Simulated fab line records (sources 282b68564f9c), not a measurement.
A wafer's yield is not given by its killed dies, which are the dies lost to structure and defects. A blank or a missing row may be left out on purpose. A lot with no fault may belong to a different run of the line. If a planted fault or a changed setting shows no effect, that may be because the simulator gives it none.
fab line records || flow ritCmos || part 2 of 2: steps 32 to 43 of 43
[record] {"lots": 5, "wafers": 15, "lastDay": 7}
route steps=202 shown ACTIVE@6 FOX1@20 FOX2@23 NWELL@28 PWELL@39
lots that met no fault: from a run of the same line without faults
startH: start of the lot's first displayed wafer, in hours after the record's first day || waitH: how many hours have passed since the lot's step before this one || " unchanged from the row above || L1.1+2: a single row standing in for several wafers || - either no value or no given start || * or withheld: withheld || < > ~ a bound
route shown NAME@n: names a module that has steps shown in the file, with the first one's number in the route || usual: mean/standard deviation of fault-free wafers || same: alike in all rows || chamber/n: place in a boat || sites: readings site by site || _std_site: their standard deviation || _edge_site: inner sites' mean taken away from outer sites' mean || radiusMm: for every site, how far away it sits from the centre of the wafer || mask NAME#n: copy n || behind: tool/chamber where the wafer was last shaped || hold: the reason the lot was held/the length of the hold in hours/how it ended || device: the n, p or np transistor that did not switch || end of line: tests of these same wafers at the route's end || a step with no rows: only its recipe || killed: dies that structure and defects cost at the first sort, which is not the same as the wafer's yield || map: a wafer's dies, marking killed ones x, the rest . and places with no die _
set.NAME: the run value of the setting; set.NAME@STEP: its run value at that earlier step || model.NAME: the simulator's own value behind a step, which no gauge read
lots at some steps of the route; a table a step, a row a wafer
services: from which hour (startH, from the record's first day; less than 0 if before it) a tool's chamber was out of use, for how many hours, and why
[[steps]]
[step RIT_NWELL_STRIP_09]
[recipe] {"chemistry": "O2", "timeS": 180, "resist": "NOVOLAK", "platenTempC": "withheld", "powerW": 500, "pressureMtorr": 4000, "o2FlowSccm": 4000}
[usual] {"chamberPressureMTorr": "4000/3.9", "drypumpMotorCurrentA": "5.3/0.5"}
[same] {"timeS": 180}
{"lot.wafer": "L081.1", "tool": "plasmaAsher-02", "chamber": 0, "startH": 55.92, "waitH": 0.1, "chamberPressureMTorr": 3996, "drypumpMotorCurrentA": 4.7, "rfHoursCounterH": 28}
{"lot.wafer": "L081.2", "tool": "plasmaAsher-02", "chamber": 1, "startH": 55.92, "waitH": 0.1, "chamberPressureMTorr": 4001, "drypumpMotorCurrentA": 5.5, "rfHoursCounterH": 28}
{"lot.wafer": "L081.6", "tool": "plasmaAsher-02", "chamber": 1, "startH": 55.92, "waitH": 0.1, "chamberPressureMTorr": 4001, "drypumpMotorCurrentA": 5.5, "rfHoursCounterH": "-"}
{"lot.wafer": "L084.3", "tool": "plasmaAsher-04", "chamber": 0, "startH": 70.81, "waitH": 0.1, "chamberPressureMTorr": 4003, "drypumpMotorCurrentA": 6.3, "rfHoursCounterH": "-"}
{"lot.wafer": "L084.4", "tool": "plasmaAsher-04", "chamber": 1, "startH": 70.81, "waitH": 0.1, "chamberPressureMTorr": 4003, "drypumpMotorCurrentA": 4.8, "rfHoursCounterH": "-"}
{"lot.wafer": "L084.6", "tool": "plasmaAsher-04", "chamber": 0, "startH": 70.81, "waitH": 0.1, "chamberPressureMTorr": 4005, "drypumpMotorCurrentA": 6.3, "rfHoursCounterH": "-"}
{"lot.wafer": "L089.2", "tool": "plasmaAsher-03", "chamber": 0, "startH": 96.04, "waitH": 0.1, "chamberPressureMTorr": 3997, "drypumpMotorCurrentA": 5.4, "rfHoursCounterH": 39}
{"lot.wafer": "L089.3", "tool": "plasmaAsher-03", "chamber": 0, "startH": 96.04, "waitH": 0.1, "chamberPressureMTorr": 4004, "drypumpMotorCurrentA": 5.4, "rfHoursCounterH": "-"}
{"lot.wafer": "L089.5", "tool": "plasmaAsher-03", "chamber": 1, "startH": 96.04, "waitH": 0.1, "chamberPressureMTorr": 3998, "drypumpMotorCurrentA": 5.4, "rfHoursCounterH": "-"}
{"lot.wafer": "L090.1", "tool": "plasmaAsher-03", "chamber": 0, "startH": 100.73, "waitH": 0.1, "chamberPressureMTorr": 3997, "drypumpMotorCurrentA": 5.4, "rfHoursCounterH": 40}
{"lot.wafer": "L090.5", "tool": "plasmaAsher-03", "chamber": 1, "startH": 100.73, "waitH": 0.1, "chamberPressureMTorr": 3996, "drypumpMotorCurrentA": 5.4, "rfHoursCounterH": "-"}
{"lot.wafer": "L090.6", "tool": "plasmaAsher-03", "chamber": 0, "startH": 100.73, "waitH": 0.1, "chamberPressureMTorr": 4003, "drypumpMotorCurrentA": 5.4, "rfHoursCounterH": "-"}
{"lot.wafer": "L094.3", "tool": "plasmaAsher-03", "chamber": 1, "startH": 120.75, "waitH": 0.1, "chamberPressureMTorr": 3999, "drypumpMotorCurrentA": 5.4, "rfHoursCounterH": "-"}
{"lot.wafer": "L094.5", "tool": "plasmaAsher-03", "chamber": 0, "startH": 120.75, "waitH": 0.1, "chamberPressureMTorr": 4001, "drypumpMotorCurrentA": 5.4, "rfHoursCounterH": "-"}
{"lot.wafer": "L094.6", "tool": "plasmaAsher-03", "chamber": 1, "startH": 120.75, "waitH": 0.1, "chamberPressureMTorr": 3998, "drypumpMotorCurrentA": 5.4, "rfHoursCounterH": "-"}
[step RIT_NWELL_TW_MEAS_10]
[usual] {"NWELL_TW": "2151/15"}
{"lot.wafer": "L081.1", "tool": "filmMetro-03", "chamber": "-", "startH": 56.10, "waitH": 0.1, "NWELL_TW": 2175}
{"lot.wafer": "L081.2", "tool": "filmMetro-03", "chamber": "-", "startH": 56.10, "waitH": 0.1, "NWELL_TW": 2177}
{"lot.wafer": "L081.6", "tool": "filmMetro-03", "chamber": "-", "startH": 56.10, "waitH": 0.1, "NWELL_TW": 2166}
{"lot.wafer": "L084.3", "tool": "filmMetro-03", "chamber": "-", "startH": 70.95, "waitH": 0.1, "NWELL_TW": 2156}
{"lot.wafer": "L084.4", "tool": "filmMetro-03", "chamber": "-", "startH": 70.95, "waitH": 0.1, "NWELL_TW": 2164}
{"lot.wafer": "L084.6", "tool": "filmMetro-03", "chamber": "-", "startH": 70.95, "waitH": 0.1, "NWELL_TW": 2178}
{"lot.wafer": "L089.2", "tool": "filmMetro-02", "chamber": "-", "startH": 96.22, "waitH": 0.1, "NWELL_TW": 2167}
{"lot.wafer": "L089.3", "tool": "filmMetro-02", "chamber": "-", "startH": 96.22, "waitH": 0.1, "NWELL_TW": 2177}
{"lot.wafer": "L089.5", "tool": "filmMetro-02", "chamber": "-", "startH": 96.22, "waitH": 0.1, "NWELL_TW": 2173}
{"lot.wafer": "L090.1", "tool": "filmMetro-04", "chamber": "-", "startH": 100.90, "waitH": 0.1, "NWELL_TW": 2137}
{"lot.wafer": "L090.5", "tool": "filmMetro-04", "chamber": "-", "startH": 100.90, "waitH": 0.1, "NWELL_TW": 2136}
{"lot.wafer": "L090.6", "tool": "filmMetro-04", "chamber": "-", "startH": 100.90, "waitH": 0.1, "NWELL_TW": 2135}
{"lot.wafer": "L094.3", "tool": "filmMetro-04", "chamber": "-", "startH": 120.88, "waitH": 0.1, "NWELL_TW": 2132}
{"lot.wafer": "L094.5", "tool": "filmMetro-04", "chamber": "-", "startH": 120.88, "waitH": 0.1, "NWELL_TW": 2138}
{"lot.wafer": "L094.6", "tool": "filmMetro-04", "chamber": "-", "startH": 120.88, "waitH": 0.1, "NWELL_TW": 2142}
[step RIT_PWELL_HMDS_00]
[recipe] {"primeTimeS": 60, "primeTempC": 140}
{"lot.wafer": "L081.1+2+6", "tool": "lithoTrack-01", "chamber": 0, "startH": 56.16, "waitH": 0.1}
{"lot.wafer": "L084.3+4+6", "tool": "lithoTrack-04", "chamber": 0, "startH": 71.04, "waitH": 0.1}
{"lot.wafer": "L089.2+3+5", "tool": "lithoTrack-01", "chamber": 0, "startH": 96.30, "waitH": 0.1}
{"lot.wafer": "L090.1+5+6", "tool": "lithoTrack-01", "chamber": 0, "startH": 100.96, "waitH": 0.1}
{"lot.wafer": "L094.3+5+6", "tool": "lithoTrack-02", "chamber": 0, "startH": 120.97, "waitH": 0.1}
[step RIT_PWELL_COAT_01]
[recipe] {"resist": "NOVOLAK", "spinRpm": 2000, "resistThkNm": 1300}
[usual] {"spinSpeedRpm": "1999.7/1.2"}
{"lot.wafer": "L081.1", "tool": "lithoTrack-01", "chamber": 0, "startH": 56.31, "waitH": 0.1, "spinSpeedRpm": 1998.7}
{"lot.wafer": "L081.2", "tool": "lithoTrack-01", "chamber": 0, "startH": 56.31, "waitH": 0.1, "spinSpeedRpm": 1998.5}
{"lot.wafer": "L081.6", "tool": "lithoTrack-01", "chamber": 0, "startH": 56.31, "waitH": 0.1, "spinSpeedRpm": 1999.0}
{"lot.wafer": "L084.3", "tool": "lithoTrack-04", "chamber": 0, "startH": 71.19, "waitH": 0.1, "spinSpeedRpm": 1999.1}
{"lot.wafer": "L084.4", "tool": "lithoTrack-04", "chamber": 0, "startH": 71.19, "waitH": 0.1, "spinSpeedRpm": 1999.1}
{"lot.wafer": "L084.6", "tool": "lithoTrack-04", "chamber": 0, "startH": 71.19, "waitH": 0.1, "spinSpeedRpm": 1999.1}
{"lot.wafer": "L089.2", "tool": "lithoTrack-01", "chamber": 0, "startH": 96.45, "waitH": 0.1, "spinSpeedRpm": 1998.2}
{"lot.wafer": "L089.3", "tool": "lithoTrack-01", "chamber": 0, "startH": 96.45, "waitH": 0.1, "spinSpeedRpm": 2000.2}
{"lot.wafer": "L089.5", "tool": "lithoTrack-01", "chamber": 0, "startH": 96.45, "waitH": 0.1, "spinSpeedRpm": 1997.6}
{"lot.wafer": "L090.1", "tool": "lithoTrack-01", "chamber": 0, "startH": 101.11, "waitH": 0.1, "spinSpeedRpm": 2000.8}
{"lot.wafer": "L090.5", "tool": "lithoTrack-01", "chamber": 0, "startH": 101.11, "waitH": 0.1, "spinSpeedRpm": 1999.4}
{"lot.wafer": "L090.6", "tool": "lithoTrack-01", "chamber": 0, "startH": 101.11, "waitH": 0.1, "spinSpeedRpm": 2000.4}
{"lot.wafer": "L094.3", "tool": "lithoTrack-02", "chamber": 0, "startH": 121.12, "waitH": 0.1, "spinSpeedRpm": 2000.1}
{"lot.wafer": "L094.5", "tool": "lithoTrack-02", "chamber": 0, "startH": 121.12, "waitH": 0.1, "spinSpeedRpm": 1999.1}
{"lot.wafer": "L094.6", "tool": "lithoTrack-02", "chamber": 0, "startH": 121.12, "waitH": 0.1, "spinSpeedRpm": 2000.6}
[step RIT_PWELL_SOFTBAKE_02]
[recipe] {"resist": "NOVOLAK", "tempC": 90, "timeS": 60}
[same] {"timeS": 60}
{"lot.wafer": "L081.1+2+6", "tool": "lithoTrack-01", "chamber": 0, "startH": 56.46, "waitH": 0.1}
{"lot.wafer": "L084.3+4+6", "tool": "lithoTrack-04", "chamber": 0, "startH": 71.34, "waitH": 0.1}
{"lot.wafer": "L089.2+3+5", "tool": "lithoTrack-01", "chamber": 0, "startH": 96.60, "waitH": 0.1}
{"lot.wafer": "L090.1+5+6", "tool": "lithoTrack-01", "chamber": 0, "startH": 101.26, "waitH": 0.1}
{"lot.wafer": "L094.3+5+6", "tool": "lithoTrack-02", "chamber": 0, "startH": 121.27, "waitH": 0.1}
[step RIT_PWELL_EXPOSE_03]
[recipe] {"maskId": "M3", "na": 0.57, "targetCdNm": 43700, "doseMj": 250}
[usual] {"reticleTempC": "23.00/0.1"}
{"lot.wafer": "L081.1", "tool": "ilineStepper-02", "chamber": 0, "startH": 56.61, "waitH": 0.1, "mask": "M3#0", "reticleTempC": 23.01}
{"lot.wafer": "L081.2", "tool": "ilineStepper-02", "chamber": 0, "startH": 56.61, "waitH": 0.1, "mask": "M3#0", "reticleTempC": 23.03}
{"lot.wafer": "L081.6", "tool": "ilineStepper-02", "chamber": 0, "startH": 56.61, "waitH": 0.1, "mask": "M3#0", "reticleTempC": 22.97}
{"lot.wafer": "L084.3", "tool": "ilineStepper-02", "chamber": 0, "startH": 71.48, "waitH": 0.1, "mask": "M3#0", "reticleTempC": 23.17}
{"lot.wafer": "L084.4", "tool": "ilineStepper-02", "chamber": 0, "startH": 71.48, "waitH": 0.1, "mask": "M3#0", "reticleTempC": 23.13}
{"lot.wafer": "L084.6", "tool": "ilineStepper-02", "chamber": 0, "startH": 71.48, "waitH": 0.1, "mask": "M3#0", "reticleTempC": 23.01}
{"lot.wafer": "L089.2", "tool": "ilineStepper-02", "chamber": 0, "startH": 96.86, "waitH": 0.2, "mask": "M3#0", "reticleTempC": 23.18}
{"lot.wafer": "L089.3", "tool": "ilineStepper-02", "chamber": 0, "startH": 96.86, "waitH": 0.2, "mask": "M3#0", "reticleTempC": 23.08}
{"lot.wafer": "L089.5", "tool": "ilineStepper-02", "chamber": 0, "startH": 96.86, "waitH": 0.2, "mask": "M3#0", "reticleTempC": 23.02}
{"lot.wafer": "L090.1", "tool": "ilineStepper-02", "chamber": 0, "startH": 101.41, "waitH": 0.1, "mask": "M3#0", "reticleTempC": 23.12}
{"lot.wafer": "L090.5", "tool": "ilineStepper-02", "chamber": 0, "startH": 101.41, "waitH": 0.1, "mask": "M3#0", "reticleTempC": 22.92}
{"lot.wafer": "L090.6", "tool": "ilineStepper-02", "chamber": 0, "startH": 101.41, "waitH": 0.1, "mask": "M3#0", "reticleTempC": 22.98}
{"lot.wafer": "L094.3", "tool": "ilineStepper-01", "chamber": 0, "startH": 121.41, "waitH": 0.1, "mask": "M3#0", "reticleTempC": 23.02}
{"lot.wafer": "L094.5", "tool": "ilineStepper-01", "chamber": 0, "startH": 121.41, "waitH": 0.1, "mask": "M3#0", "reticleTempC": 23.07}
{"lot.wafer": "L094.6", "tool": "ilineStepper-01", "chamber": 0, "startH": 121.41, "waitH": 0.1, "mask": "M3#0", "reticleTempC": 23.09}
[step RIT_PWELL_PEB_04]
[recipe] {"resist": "NOVOLAK", "tempC": "withheld", "timeS": "withheld"}
{"lot.wafer": "L081.1+2+6", "tool": "lithoTrack-01", "chamber": 0, "startH": 56.72, "waitH": 0.1}
{"lot.wafer": "L084.3+4+6", "tool": "lithoTrack-01", "chamber": 0, "startH": 71.61, "waitH": 0.1}
{"lot.wafer": "L089.2+3+5", "tool": "lithoTrack-02", "chamber": 0, "startH": 96.99, "waitH": 0.1}
{"lot.wafer": "L090.1+5+6", "tool": "lithoTrack-04", "chamber": 0, "startH": 101.63, "waitH": 0.2}
{"lot.wafer": "L094.3+5+6", "tool": "lithoTrack-02", "chamber": 0, "startH": 121.54, "waitH": 0.1}
[step RIT_PWELL_DEVELOP_05]
[recipe] {"resist": "NOVOLAK", "developTimeS": 68, "devTempC": 23.31}
[same] {"developTimeS": 68}
{"lot.wafer": "L081.1+2+6", "tool": "lithoTrack-01", "chamber": 0, "startH": "-", "waitH": "-"}
{"lot.wafer": "L084.3+4+6", "tool": "lithoTrack-01", "chamber": 0, "startH": "-", "waitH": "-"}
{"lot.wafer": "L089.2+3+5", "tool": "lithoTrack-02", "chamber": 0, "startH": "-", "waitH": "-"}
{"lot.wafer": "L090.1+5+6", "tool": "lithoTrack-04", "chamber": 0, "startH": "-", "waitH": "-"}
{"lot.wafer": "L094.3+5+6", "tool": "lithoTrack-02", "chamber": 0, "startH": "-", "waitH": "-"}
[step RIT_PWELL_OVL_MEAS_06]
[usual] {"PWELL_OVL": "0.0/1.3"}
{"lot.wafer": "L081.1", "tool": "overlay-01", "chamber": "-", "startH": 57.04, "waitH": "-", "PWELL_OVL[nm]": -2.9}
{"lot.wafer": "L081.2", "tool": "overlay-01", "chamber": "-", "startH": 57.04, "waitH": "-", "PWELL_OVL[nm]": 1.8}
{"lot.wafer": "L081.6", "tool": "overlay-01", "chamber": "-", "startH": 57.04, "waitH": "-", "PWELL_OVL[nm]": -0.4}
{"lot.wafer": "L084.3", "tool": "overlay-01", "chamber": "-", "startH": 71.88, "waitH": "-", "PWELL_OVL[nm]": 1.1}
{"lot.wafer": "L084.4", "tool": "overlay-01", "chamber": "-", "startH": 71.88, "waitH": "-", "PWELL_OVL[nm]": -0.3}
{"lot.wafer": "L084.6", "tool": "overlay-01", "chamber": "-", "startH": 71.88, "waitH": "-", "PWELL_OVL[nm]": -0.2}
{"lot.wafer": "L089.2", "tool": "overlay-01", "chamber": "-", "startH": 97.28, "waitH": "-", "PWELL_OVL[nm]": -0.5}
{"lot.wafer": "L089.3", "tool": "overlay-01", "chamber": "-", "startH": 97.28, "waitH": "-", "PWELL_OVL[nm]": -1.9}
{"lot.wafer": "L089.5", "tool": "overlay-01", "chamber": "-", "startH": 97.28, "waitH": "-", "PWELL_OVL[nm]": 0.8}
{"lot.wafer": "L090.1", "tool": "overlay-02", "chamber": "-", "startH": 101.94, "waitH": "-", "PWELL_OVL[nm]": -1.1}
{"lot.wafer": "L090.5", "tool": "overlay-02", "chamber": "-", "startH": 101.94, "waitH": "-", "PWELL_OVL[nm]": -0.3}
{"lot.wafer": "L090.6", "tool": "overlay-02", "chamber": "-", "startH": 101.94, "waitH": "-", "PWELL_OVL[nm]": -1.3}
{"lot.wafer": "L094.3", "tool": "overlay-01", "chamber": "-", "startH": 121.81, "waitH": "-", "PWELL_OVL[nm]": 1.1}
{"lot.wafer": "L094.5", "tool": "overlay-01", "chamber": "-", "startH": 121.81, "waitH": "-", "PWELL_OVL[nm]": 0.1}
{"lot.wafer": "L094.6", "tool": "overlay-01", "chamber": "-", "startH": 121.81, "waitH": "-", "PWELL_OVL[nm]": 0.6}
[step RIT_PWELL_HARDBAKE_07]
[recipe] {"resist": "NOVOLAK", "tempC": 140, "timeS": 120}
[same] {"timeS": 120}
{"lot.wafer": "L081.1+2+6", "tool": "lithoTrack-01", "chamber": 0, "startH": 57.07, "waitH": 0.0}
{"lot.wafer": "L084.3+4+6", "tool": "lithoTrack-01", "chamber": 0, "startH": 72.10, "waitH": 0.2}
{"lot.wafer": "L089.2+3+5", "tool": "lithoTrack-02", "chamber": 0, "startH": 97.35, "waitH": 0.1}
{"lot.wafer": "L090.1+5+6", "tool": "lithoTrack-02", "chamber": 0, "startH": 101.98, "waitH": 0.0}
{"lot.wafer": "L094.3+5+6", "tool": "lithoTrack-01", "chamber": 0, "startH": 121.92, "waitH": 0.1}
[step RIT_PWELL_IMPLANT_08]
[recipe] {"species": "B", "energyKev": 170, "doseCm2": 7e+13, "tiltDeg": 7}
[same] {"implantIonAmu": 11}
{"lot.wafer": "L081.1+2+6", "tool": "implanter-04", "chamber": 0, "startH": 57.32, "waitH": 0.2}
{"lot.wafer": "L084.3+4+6", "tool": "implanter-04", "chamber": 0, "startH": 72.32, "waitH": 0.2}
{"lot.wafer": "L089.2+3+5", "tool": "implanter-04", "chamber": 0, "startH": 97.59, "waitH": 0.2}
{"lot.wafer": "L090.1+5+6", "tool": "implanter-03", "chamber": 0, "startH": 102.23, "waitH": 0.2}
{"lot.wafer": "L094.3+5+6", "tool": "implanter-04", "chamber": 0, "startH": 122.14, "waitH": 0.2}
[step RIT_PWELL_STRIP_09]
[recipe] {"chemistry": "O2", "timeS": 180, "resist": "NOVOLAK", "platenTempC": "withheld", "powerW": 500, "pressureMtorr": 4000, "o2FlowSccm": 4000}
[usual] {"chamberPressureMTorr": "4000/4", "drypumpMotorCurrentA": "5.6/0.58"}
[same] {"timeS": 180}
{"lot.wafer": "L081.1", "tool": "plasmaAsher-04", "chamber": 0, "startH": 57.47, "waitH": 0.1, "chamberPressureMTorr": 4006, "drypumpMotorCurrentA": 6.3, "rfHoursCounterH": 44}
{"lot.wafer": "L081.2", "tool": "plasmaAsher-04", "chamber": 1, "startH": 57.47, "waitH": 0.1, "chamberPressureMTorr": 3997, "drypumpMotorCurrentA": 4.9, "rfHoursCounterH": 44}
{"lot.wafer": "L081.6", "tool": "plasmaAsher-04", "chamber": 0, "startH": 57.47, "waitH": 0.1, "chamberPressureMTorr": 4004, "drypumpMotorCurrentA": 6.3, "rfHoursCounterH": "-"}
{"lot.wafer": "L084.3", "tool": "plasmaAsher-03", "chamber": 1, "startH": 72.48, "waitH": 0.1, "chamberPressureMTorr": 4000, "drypumpMotorCurrentA": 5.4, "rfHoursCounterH": "-"}
{"lot.wafer": "L084.4", "tool": "plasmaAsher-03", "chamber": 0, "startH": 72.48, "waitH": 0.1, "chamberPressureMTorr": 3998, "drypumpMotorCurrentA": 5.4, "rfHoursCounterH": "-"}
{"lot.wafer": "L084.6", "tool": "plasmaAsher-03", "chamber": 1, "startH": 72.48, "waitH": 0.1, "chamberPressureMTorr": 3999, "drypumpMotorCurrentA": 5.4, "rfHoursCounterH": "-"}
{"lot.wafer": "L089.2", "tool": "plasmaAsher-04", "chamber": 1, "startH": 97.71, "waitH": 0.1, "chamberPressureMTorr": 3999, "drypumpMotorCurrentA": 4.9, "rfHoursCounterH": 49}
{"lot.wafer": "L089.3", "tool": "plasmaAsher-04", "chamber": 0, "startH": 97.71, "waitH": 0.1, "chamberPressureMTorr": 4001, "drypumpMotorCurrentA": 6.3, "rfHoursCounterH": "-"}
{"lot.wafer": "L089.5", "tool": "plasmaAsher-04", "chamber": 1, "startH": 97.71, "waitH": 0.1, "chamberPressureMTorr": 3998, "drypumpMotorCurrentA": 4.9, "rfHoursCounterH": "-"}
{"lot.wafer": "L090.1", "tool": "plasmaAsher-01", "chamber": 1, "startH": 102.38, "waitH": 0.1, "chamberPressureMTorr": 4000, "drypumpMotorCurrentA": 6.1, "rfHoursCounterH": 48}
{"lot.wafer": "L090.5", "tool": "plasmaAsher-01", "chamber": 0, "startH": 102.38, "waitH": 0.1, "chamberPressureMTorr": 4000, "drypumpMotorCurrentA": 6.0, "rfHoursCounterH": "-"}
{"lot.wafer": "L090.6", "tool": "plasmaAsher-01", "chamber": 1, "startH": 102.38, "waitH": 0.1, "chamberPressureMTorr": 3994, "drypumpMotorCurrentA": 6.1, "rfHoursCounterH": "-"}
{"lot.wafer": "L094.3", "tool": "plasmaAsher-04", "chamber": 1, "startH": 122.30, "waitH": 0.1, "chamberPressureMTorr": 4000, "drypumpMotorCurrentA": 4.8, "rfHoursCounterH": "-"}
{"lot.wafer": "L094.5", "tool": "plasmaAsher-04", "chamber": 1, "startH": 122.30, "waitH": 0.1, "chamberPressureMTorr": 3995, "drypumpMotorCurrentA": 4.9, "rfHoursCounterH": "-"}
{"lot.wafer": "L094.6", "tool": "plasmaAsher-04", "chamber": 0, "startH": 122.30, "waitH": 0.1, "chamberPressureMTorr": 4003, "drypumpMotorCurrentA": 6.3, "rfHoursCounterH": "-"}
[[services]]
{"tool": "plasmaAsher-03", "chamber": "-", "startH": 30.14, "hours": 7.3, "kind": "repair"}
{"tool": "ilineStepper-02", "chamber": "-", "startH": 34.93, "hours": 1.7, "kind": "pm"}
{"tool": "plasmaAsher-02", "chamber": "-", "startH": 50.59, "hours": 2.3, "kind": "repair"}
{"tool": "rieDiel-03", "chamber": 2, "startH": 56.03, "hours": 2.7, "kind": "repair"}
{"tool": "plasmaAsher-01", "chamber": "-", "startH": 60.14, "hours": 2.8, "kind": "pm"}
{"tool": "wetBench-04", "chamber": "-", "startH": 63.92, "hours": 4.4, "kind": "pm"}
{"tool": "rieDiel-04", "chamber": 0, "startH": 70.20, "hours": 2.9, "kind": "repair"}
{"tool": "implanter-04", "chamber": "-", "startH": 76.94, "hours": 5.0, "kind": "pm"}
{"tool": "plasmaAsher-02", "chamber": "-", "startH": 77.20, "hours": 0.7, "kind": "repair"}
{"tool": "plasmaAsher-02", "chamber": "-", "startH": 78.69, "hours": 1.6, "kind": "repair"}
{"tool": "plasmaAsher-03", "chamber": "-", "startH": 79.26, "hours": 1.9, "kind": "repair"}
{"tool": "wetBench-02", "chamber": "-", "startH": 79.87, "hours": 1.0, "kind": "repair"}
{"tool": "rieDiel-03", "chamber": 0, "startH": 84.88, "hours": 4.8, "kind": "repair"}
{"tool": "plasmaAsher-02", "chamber": "-", "startH": 88.25, "hours": 2.5, "kind": "repair"}
{"tool": "ilineStepper-01", "chamber": 0, "startH": 101.34, "hours": "-", "kind": "calibration"}
{"tool": "plasmaAsher-03", "chamber": "-", "startH": 108.75, "hours": 9.0, "kind": "pm"}
{"tool": "plasmaAsher-03", "chamber": 0, "startH": 108.75, "hours": 9.0, "kind": "ventCycle"}
{"tool": "plasmaAsher-03", "chamber": 1, "startH": 108.75, "hours": 9.0, "kind": "ventCycle"}
{"tool": "plasmaAsher-03", "chamber": 0, "startH": 117.75, "hours": "-", "kind": "clean"}
{"tool": "plasmaAsher-03", "chamber": 1, "startH": 117.75, "hours": "-", "kind": "clean"}
